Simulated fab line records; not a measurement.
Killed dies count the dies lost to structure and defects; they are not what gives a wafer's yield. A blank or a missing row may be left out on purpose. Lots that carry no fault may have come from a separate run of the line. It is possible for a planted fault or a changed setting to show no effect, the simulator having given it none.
fab line records | flow berkeley-cmos170
record: lots: 15 wafers: 45 last-day: 14
route steps=331 shown NLDD@165 CONTACT@222 V1@265 M3@312
lots that met no fault: from a run of the same line without faults
start-h: the number of hours between the record's first day and the start of the first shown wafer of the lot | wait-h: hours from the lot's prior step to this one | " repeats the value in the row above | L1.1+2: a row that stands for several wafers | - no value present, or no start provided | * or withheld: withheld | < > ~ a bound
route shown NAME@n: names a module that has steps shown in the file, with the first one's number in the route | usual: average and standard deviation across the fault-free wafers | same: alike in all rows | chamber/n: place in a boat | sites: per-site readings | _std_site: how widely they spread, as a standard deviation | _edge_site: outer sites' mean less inner sites' | radius-mm: for every site, how far away it sits from the centre of the wafer | mask NAME#n: copy n | behind: the tool/chamber that last shaped the wafer | hold: cause of the lot's hold/its duration in hours/its outcome | device: the n, p or np transistor that did not switch | end of line: the route-end tests of the same wafers | a step with no rows: only its recipe | killed: dies lost to structure and defects at the first sort, not the wafer's yield | map: a wafer's dies, x killed, . not, _ none there
set.NAME: the setting as run; set.NAME@STEP: as run at that earlier step | model.NAME: the simulator's own value behind a step, which no gauge read
steps of the route over a sample of lots; a table a step, a row a wafer
services: from which hour (start-h, from the record's first day; less than 0 if before it) a tool's chamber was out of use, for how many hours, and why
== steps ==
step: UCB170_NLDD_OVL_MEAS_07
usual: NLDD_OVL: -3/5.3
columns lot.wafer tool chamber start-h wait-h NLDD_OVL[nm]
L911.3 overlay-02 - 163.96 0.1 1
L911.5 " - " " -5
L911.6 " - " " -3
L912.1 overlay-02 - 177.82 0.1 0
L912.3 " - " " -5
L912.6 " - " " 0
L910.2 overlay-02 - 178.43 0.1 -1
L910.3 " - " " -6
L910.5 " - " " -2
L916.2 overlay-02 - 183.54 0.1 -2
L916.4 " - " " -10
L916.6 " - " " -6
L917.3 overlay-02 - 192.11 0.1 -1
L917.4 " - " " -2
L917.5 " - " " -4
L919.2 overlay-01 - 200.53 0.1 -1
L919.5 " - " " -3
L919.6 " - " " -4
L918.1 overlay-01 - 200.68 0.1 -10
L918.4 " - " " -1
L918.6 " - " " -3
L922.1 overlay-01 - 211.86 0.1 2
L922.2 " - " " -2
L922.3 " - " " -4
L921.2 overlay-01 - 212.36 0.1 -9
L921.5 " - " " -1
L921.6 " - " " 2
L923.1 overlay-02 - 228.69 0.1 -6
L923.4 " - " " -6
L923.5 " - " " -5
L924.2 overlay-01 - 229.17 0.1 -4
L924.4 " - " " -9
L924.6 " - " " -11
L925.3 overlay-01 - 246.82 0.1 1
L925.4 " - " " -2
L925.6 " - " " -2
L926.1 overlay-02 - 247.70 0.1 -8
L926.2 " - " " -5
L926.3 " - " " 0
L932.1 overlay-02 - 298.47 0.1 1
L932.4 " - " " -3
L932.5 " - " " -6
L931.1 overlay-02 - 298.62 0.1 -1
L931.4 " - " " 1
L931.5 " - " " 9
step: UCB170_CONTACT_STRIP_06
recipe: chemistry: O2 power-w: 400 pressure-mtorr: 3500 platen-temp-c: withheld o2-flow-sccm: 400 overash-fraction: 0.5
usual: drypump-motor-current-A: 5.6/0.61 o2-flow-sccm: 399.9/1.2 oes-product-au: 0.735/0.0046 strip-time-to-endpoint-s: 21.98/0.069
columns lot.wafer tool chamber start-h wait-h drypump-motor-current-A o2-flow-sccm oes-product-au rf-hours-counter-h strip-time-to-endpoint-s
L911.3 plasma-asher-04 1 182.42 0.1 5.8 400.6 0.728 - 21.98
L911.5 " 1 " " 5.8 399.9 0.740 - 21.95
L911.6 " 0 " " 5.4 400.5 0.726 - 22.00
L910.2 plasma-asher-04 1 195.34 0.1 5.7 399.6 0.733 47 22.06
L910.3 " 0 " " 5.4 398.8 0.729 - 22.05
L910.5 " 0 " " 5.4 400.6 0.732 - 22.02
L912.1 plasma-asher-01 1 195.38 0.1 6.2 400.1 0.736 47 22.01
L912.3 " 0 " " 4.8 400.2 0.731 - 21.94
L912.6 " 1 " " 6.2 398.1 0.737 - 21.96
L916.2 plasma-asher-03 0 199.23 0.1 5.0 399.8 0.734 48 22.01
L916.4 " 0 " " 5.0 399.6 0.737 - 22.04
L916.6 " 1 " " 6.6 399.7 0.733 - 22.02
L917.3 plasma-asher-01 1 206.42 0.1 6.2 402.5 0.734 - 21.96
L917.4 " 0 " " 4.8 400.9 0.743 - 21.93
L917.5 " 1 " " 6.2 401.2 0.730 - 21.92
L918.1 plasma-asher-04 1 216.96 0.1 5.7 399.1 0.730 50 22.03
L918.4 " 1 " " 5.8 398.8 0.739 - 22.00
L918.6 " 1 " " 5.7 398.1 0.724 - 22.07
L919.2 plasma-asher-01 0 217.44 0.1 4.8 400.5 0.730 49 22.03
L919.5 " 1 " " 6.2 400.9 0.732 - 21.92
L919.6 " 0 " " 4.8 400.6 0.730 - 21.89
L922.1 plasma-asher-01 1 229.76 0.1 6.2 397.7 0.726 51 22.00
L922.2 " 0 " " 4.8 402.1 0.729 51 21.98
L922.3 " 0 " " 4.8 399.7 0.734 - 21.93
L921.2 plasma-asher-04 0 229.97 0.1 5.4 401.6 0.729 51 22.03
L921.5 " 1 " " 5.7 397.8 0.731 - 21.94
L921.6 " 0 " " 5.4 398.7 0.742 - 22.00
L923.1 plasma-asher-03 0 252.59 0.1 5.0 399.7 0.742 53 22.00
L923.4 " 0 " " 5.0 400.3 0.738 - 21.97
L923.5 " 0 " " 5.0 399.8 0.739 - 21.90
L924.2 plasma-asher-01 1 252.59 0.1 6.2 398.6 0.735 52 21.99
L924.4 " 0 " " 4.8 400.4 0.739 - 22.07
L924.6 " 1 " " 6.2 399.1 0.732 - 22.04
L926.1 plasma-asher-04 1 270.18 0.1 5.8 399.7 0.734 55 22.01
L926.2 " 0 " " 5.4 400.5 0.727 55 22.01
L926.3 " 1 " " 5.7 398.5 0.739 - 22.01
L925.3 plasma-asher-03 1 270.22 0.1 6.5 398.5 0.740 - 22.03
L925.4 " 0 " " 5.0 397.2 0.732 - 22.05
L925.6 " 0 " " 5.0 396.7 0.746 - 22.05
L931.1 plasma-asher-04 1 319.22 0.1 5.8 400.5 0.737 61 21.84
L931.4 " 0 " " 5.4 402.7 0.735 - 21.89
L931.5 " 1 " " 5.7 400.6 0.733 - 21.81
L932.1 plasma-asher-03 1 319.90 0.1 6.6 400.6 0.735 60 22.00
L932.4 " 1 " " 6.6 398.7 0.732 - 22.06
L932.5 " 1 " " 6.6 398.7 0.739 - 22.03
step: UCB170_V1_DEVELOP_11
recipe: developer: TMAH develop-time-s: 45 resist: KrF dev-temp-c: 21
usual: chill-plate-temp-C: 23.00/0.12 develop-time-s: 45/0
columns lot.wafer tool chamber start-h wait-h chill-plate-temp-C develop-time-s
L911.3 litho-track-04 0 190 - 22.95 45
L911.5 " 0 " " 22.89 45
L911.6 " 0 " " 22.92 45
L910.2 litho-track-03 0 202 - 22.82 45
L910.3 " 0 " " 22.96 45
L910.5 " 0 " " 22.90 45
L912.1 litho-track-02 0 203 - 22.97 45
L912.3 " 0 " " 23.14 45
L912.6 " 0 " " 23.13 45
L916.2 litho-track-03 0 210 - 23.30 45
L916.4 " 0 " " 23.30 45
L916.6 " 0 " " 23.33 45
L917.3 litho-track-03 0 218 - 23.00 45
L917.4 " 0 " " 23.16 45
L917.5 " 0 219 - 22.97 45
L918.1 litho-track-03 0 225 - 23.13 45
L918.4 " 0 " " 23.12 45
L918.6 " 0 " " 23.05 45
L919.2 litho-track-03 0 226 - 22.80 45
L919.5 " 0 " " 22.70 45
L919.6 " 0 " " 22.81 45
L922.1 litho-track-03 0 236 - 22.69 45
L922.2 " 0 " " 22.93 45
L922.3 " 0 " " 22.86 45
L921.2 litho-track-03 0 238 - 23.08 45
L921.5 " 0 " " 23.12 45
L921.6 " 0 " " 22.92 45
L923.1 litho-track-03 - 262 - - -
L923.4 " - " " - -
L923.5 " - " " - -
L924.2 litho-track-02 - 262 - - -
L924.4 " - " " - -
L924.6 " - " " - -
L925.3 litho-track-04 - 281 - - -
L925.4 " - " " - -
L925.6 " - " " - -
L926.1 litho-track-02 0 281 - 22.94 45
L926.2 " 0 " " 22.90 45
L926.3 " 0 " " 22.92 45
L931.1 litho-track-02 0 329 - 22.94 45
L931.4 " 0 " " 23.03 45
L931.5 " 0 " " 22.87 45
L932.1 litho-track-02 0 329 - 23.17 45
L932.4 " 0 " " 23.02 45
L932.5 " 0 " " 23.11 45
step: UCB170_M3_THK_MEAS_03
recipe: thk-meas-gauge: xrf reads: Al_of_M3_SPUTTER_01
usual: M3_AL_THK: 899/15
columns lot.wafer tool chamber start-h wait-h M3_AL_THK[nm]
L911.3 film-metro-02 - 197.19 0.1 880
L911.5 " - " " 908
L911.6 " - " " 882
L910.2 film-metro-02 - 208.65 0.1 903
L910.3 " - " " 879
L910.5 " - " " 884
L912.1 film-metro-02 - 210.21 0.1 902
L912.3 " - " " 909
L912.6 " - " " 916
L916.2 film-metro-03 - 217.46 0.1 914
L916.4 " - " " 916
L916.6 " - " " 915
L917.3 film-metro-02 - 227.53 0.1 889
L917.4 " - " " 885
L917.5 " - " " 871
L918.1 film-metro-04 - 231.42 0.1 879
L918.4 " - " " 905
L918.6 " - " " 907
L919.2 film-metro-02 - 232.34 0.1 876
L919.5 " - " " 895
L919.6 " - " " 908
L921.2 film-metro-04 - 247.79 0.1 898
L921.5 " - " " 886
L921.6 " - " " 922
L922.1 film-metro-04 - 248.68 0.1 888
L922.2 " - " " 865
L922.3 " - " " 874
L926.1 film-metro-04 - 290.05 0.1 873
L926.2 " - " " 898
L926.3 " - " " 889
L931.1 film-metro-04 - 335.59 0.1 913
L931.4 " - " " 928
L931.5 " - " " 898
L932.1 film-metro-02 - 335.85 0.1 904
L932.4 " - " " 898
L932.5 " - " " 891
== services ==
columns tool chamber start-h hours kind
plasma-asher-01 - 263.73 15.1 repair
plasma-asher-01 - 276.76 28.4 repair
plasma-asher-01 - 305.20 31.5 pm
plasma-asher-04 - 323.24 15.2 repair
== key ==
first-sign: step: UCB170_V1_DEVELOP_11 reading: tool-record direction: missing
effect none on later readings
met-at UCB170_V1_DEVELOP_11
struck-lots L923,L924,L925
later-rows-left-out L923.1,L923.4,L923.5,L924.2,L924.4,L924.6,L925.3,L925.4,L925.6
sort-left-out L923.1,L923.4,L923.5,L924.2,L924.4,L924.6,L925.3,L925.4,L925.6
not-acting-at UCB170_NLDD_OVL_MEAS_07,UCB170_CONTACT_STRIP_06,UCB170_M3_THK_MEAS_03
onset-between 238 262
fault: kind: skipped-step-whole tool: litho-track-02,litho-track-03,litho-track-04 chamber: - onset-h: 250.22 steps: UCB170_V1_DEVELOP_11 scope: struck-lots-only
sort-left-out: the simulated sort isn't trusted on such a fault, so these wafers' sort isn't shown, and their yield isn't known
later-rows-left-out: the simulator's readings of these wafers behind a module that went badly wrong aren't trusted and aren't shown, but for the sort
